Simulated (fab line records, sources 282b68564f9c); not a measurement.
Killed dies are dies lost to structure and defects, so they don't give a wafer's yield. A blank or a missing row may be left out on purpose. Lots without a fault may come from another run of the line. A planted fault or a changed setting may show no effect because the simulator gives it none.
fab line records | flow rit_cmos
record lots=14 wafers=42 last_day=8
route steps=202 shown NWELL@36
lots that met no fault: from a run of the same line without faults
start_h: hours from the record's first day to the start of the lot's first wafer shown | wait_h: hours since the lot's step before | " the same as in the row above | L1.1+2: a row that stands for several wafers | - no value, or no start given | * or withheld: withheld | < > ~ a bound
route shown NAME@n: a module of which the file shows steps, and the number in the route of the first | usual: mean/standard deviation of fault-free wafers | same: alike in all rows | chamber/n: place in a boat | sites: the reading at each site | _std_site: their standard deviation | _edge_site: outer sites' mean less inner sites' | radius_mm: how far each site lies from the wafer's centre | mask NAME#n: copy n | behind: the tool/chamber that last shaped the wafer | hold: why the lot was held/for how many hours/how that ended | device: the transistor (n, p or np) that didn't switch | end of line: the same wafers' tests at the end of the route | a step without rows: its recipe alone | killed: dies lost to structure and defects at the first sort, not the wafer's yield | map: a wafer's dies, x killed, . not, _ none there
set.NAME: the setting as run; set.NAME@STEP: as run at that earlier step | model.NAME: the simulator's own value behind a step, which no gauge read
steps of the route over a sample of lots; a table a step, a row a wafer
services: from which hour (start_h, from the record's first day; less than 0 if before it) a tool's chamber was out of use, for how many hours, and why
## steps
# step RIT_NWELL_IMPLANT_08
# recipe species=P energy_kev=170 dose_cm2=5e+13 tilt_deg=7
# usual beam_on_s=9.99/0.19 end_station_pressure_torr=5.14e-06/2.7e-07 faraday_current_uA=158.8/2.9
# columns lot.wafer tool chamber start_h wait_h beam_on_s end_station_pressure_torr faraday_current_uA
L289.1 implanter-04 0 21.00 0.2 10.07 4.47e-06 158.0
L289.3 " 0 " " 9.71 5.38e-06 163.5
L289.6 " 0 " " 10.20 5.48e-06 156.1
L290.2 implanter-01 0 28.78 0.2 10.37 5.22e-06 153.4
L290.3 " 0 " " 9.48 5.26e-06 165.9
L290.6 " 0 " " 9.89 5.23e-06 159.8
L291.1 implanter-01 0 34.22 0.2 10.03 4.44e-06 157.7
L291.2 " 0 " " 9.79 4.87e-06 162.2
L291.4 " 0 " " 9.64 5.03e-06 163.6
L292.4 implanter-04 0 42.61 0.2 9.88 5.72e-06 160.8
L292.5 " 0 " " 10.05 4.78e-06 157.7
L292.6 " 0 " " 9.94 4.93e-06 159.8
L293.2 implanter-01 0 48.31 0.2 9.81 4.64e-06 161.5
L293.4 " 0 " " 10.01 5.33e-06 159.2
L293.5 " 0 " " 9.86 4.73e-06 161.6
L295.2 implanter-02 0 56.89 0.2 10.06 4.84e-06 157.9
L295.5 " 0 " " 9.94 5.03e-06 160.1
L295.6 " 0 " " 10.05 5.41e-06 158.5
L296.1 implanter-04 0 62.42 0.2 10.26 5.18e-06 154.4
L296.2 " 0 " " 10.00 5.06e-06 157.9
L296.3 " 0 " " 9.90 5.44e-06 160.8
L297.2 implanter-02 0 64.49 0.2 10.09 4.99e-06 157.6
L297.3 " 0 " " 9.59 5.22e-06 164.9
L297.6 " 0 " " 9.84 5.51e-06 161.5
L298.3 implanter-02 0 68.04 0.2 10.87 5.036e-05 147.6
L298.5 " 0 " " 10.74 4.373e-05 149.2
L298.6 " 0 " " 11.02 4.826e-05 144.8
L302.2 implanter-02 0 91.89 0.2 10.81 5.162e-05 148.6
L302.3 " 0 " " 11.40 4.898e-05 141.1
L302.5 " 0 " " 11.03 5.298e-05 144.5
L307.2 implanter-04 0 112.76 0.2 10.22 5.16e-06 155.2
L307.3 " 0 " " 9.99 5.13e-06 159.2
L307.4 " 0 " " 10.14 4.72e-06 157.0
L308.1 implanter-04 0 117.43 0.2 9.95 5.94e-06 159.4
L308.3 " 0 " " 10.16 5.17e-06 156.3
L308.6 " 0 " " 10.01 5.21e-06 159.3
L311.1 implanter-01 0 132.61 0.2 10.19 4.91e-06 155.4
L311.3 " 0 " " 10.26 5.03e-06 154.3
L311.4 " 0 " " 9.85 5.05e-06 160.9
L312.2 implanter-01 0 139.35 0.2 9.70 4.68e-06 163.0
L312.3 " 0 " " 9.97 4.78e-06 160.1
L312.6 " 0 " " 10.08 5.37e-06 157.4
# step RIT_NWELL_TW_MEAS_10
# usual NWELL_TW=2141/13
# columns lot.wafer tool chamber start_h wait_h NWELL_TW
L289.1 film_metro-01 - 21.32 0.1 2131
L289.3 " - " " 2133
L289.6 " - " " 2128
L290.2 film_metro-01 - 29.09 0.1 2123
L290.3 " - " " 2114
L290.6 " - " " 2104
L291.1 film_metro-03 - 34.55 0.1 2143
L291.2 " - " " 2147
L291.4 " - " " 2152
L292.4 film_metro-04 - 43.04 0.2 2143
L292.5 " - " " 2155
L292.6 " - " " 2148
L293.2 film_metro-04 - 48.62 0.1 2146
L293.4 " - " " 2149
L293.5 " - " " 2161
L295.2 film_metro-04 - 57.20 0.1 2152
L295.5 " - " " 2147
L295.6 " - " " 2144
L296.1 film_metro-03 - 62.74 0.1 2143
L296.2 " - " " 2138
L296.3 " - " " 2142
L297.2 film_metro-04 - 64.80 0.1 2164
L297.3 " - " " 2154
L297.6 " - " " 2143
L298.3 film_metro-04 - 68.33 0.1 2214
L298.5 " - " " 2213
L298.6 " - " " 2223
L302.2 film_metro-03 - 92.20 0.1 2215
L302.3 " - " " 2220
L302.5 " - " " 2212
L307.2 film_metro-04 - 113.07 0.1 2149
L307.3 " - " " 2148
L307.4 " - " " 2149
L308.1 film_metro-03 - 117.76 0.1 2134
L308.3 " - " " 2129
L308.6 " - " " 2139
L311.1 film_metro-01 - 132.94 0.1 2124
L311.3 " - " " 2135
L311.4 " - " " 2139
L312.2 film_metro-04 - 139.66 0.1 2152
L312.3 " - " " 2137
L312.6 " - " " 2150
# step RIT_WELLDRIVE_RS_MEAS_01
# recipe thk_meas_gauge=four-point-probe
# usual NWELL_RS=275.8/0.85
# columns lot.wafer tool chamber start_h wait_h NWELL_RS[ohm/sq]
L289.1 film_metro-04 - 28.53 0.0 274.2
L289.3 " - " " 274.5
L289.6 " - " " 274.9
L290.2 film_metro-04 - 37.75 0.0 276.2
L290.3 " - " " 276.1
L290.6 " - " " 275.8
L291.1 film_metro-04 - 44.75 0.0 274.9
L291.2 " - " " 275.6
L291.4 " - " " 275.2
L292.4 film_metro-01 - 51.20 0.1 275.9
L292.5 " - " " 276.1
L292.6 " - " " 275.8
L293.2 film_metro-03 - 57.34 0.0 276.1
L293.4 " - " " 275.4
L293.5 " - " " 275.4
L295.2 film_metro-01 - 65.31 0.0 277.4
L295.5 " - " " 277.5
L295.6 " - " " 277.1
L296.1 film_metro-03 - 71.03 0.0 275.6
L296.2 " - " " 275.7
L296.3 " - " " 276.1
L297.2 film_metro-04 - 74.21 0.0 275.0
L297.3 " - " " 275.4
L297.6 " - " " 275.3
L298.3 film_metro-04 - 79.31 0.0 259.9
L298.5 " - " " 260.3
L298.6 " - " " 259.8
L302.2 film_metro-04 - 99.82 0.0 258.3
L302.3 " - " " 258.3
L302.5 " - " " 257.9
L307.2 film_metro-04 - 120.28 0.0 275.5
L307.3 " - " " 275.5
L307.4 " - " " 276.1
L308.1 film_metro-01 - 125.34 0.0 275.6
L308.3 " - " " 275.9
L308.6 " - " " 276.5
L311.1 film_metro-04 - 140.11 0.0 276.0
L311.3 " - " " 275.9
L311.4 " - " " 276.5
L312.2 film_metro-01 - 146.60 0.0 276.3
L312.3 " - " " 276.2
L312.6 " - " " 275.9
## services
# columns tool chamber start_h hours kind
implanter-01 - 27.14 1.3 repair
implanter-02 - 57.82 3.9 pm
## key
first_sign step=RIT_NWELL_IMPLANT_08 reading=end_station_pressure_torr direction=up sigmas=99+ usual=5.14e-06 struck=4.932e-05
effect step=RIT_NWELL_IMPLANT_08 reading=beam_on_s direction=up sigmas=5.3 usual=9.99 struck=10.98
effect step=RIT_NWELL_TW_MEAS_10 reading=NWELL_TW direction=up sigmas=5.7 usual=2141 struck=2216
effect step=RIT_WELLDRIVE_RS_MEAS_01 reading=NWELL_RS direction=down sigmas=20 usual=275.8 struck=259.1
met_at RIT_NWELL_IMPLANT_08
struck_lots L298,L302
tester_left_out L298,L302
onset_between 64.49 68.04
fault kind=process_parameter_drift tool=implanter-02 chamber=- onset_h=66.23 steps=RIT_NWELL_IMPLANT_08 channel=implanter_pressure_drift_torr offset=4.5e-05 shape=step end_h=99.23
fault kind=process_parameter_drift tool=implanter-02 chamber=- onset_h=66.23 steps=RIT_NWELL_IMPLANT_08 channel=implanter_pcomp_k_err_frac offset=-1 shape=step end_h=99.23
# tester_left_out: of these lots the tester's yield and bins aren't shown, on N5 and GAA mostly nor the transistor test; their killed dies are dies lost to structure and defects alone, not to doping, threshold or leakage, so they don't give the yield
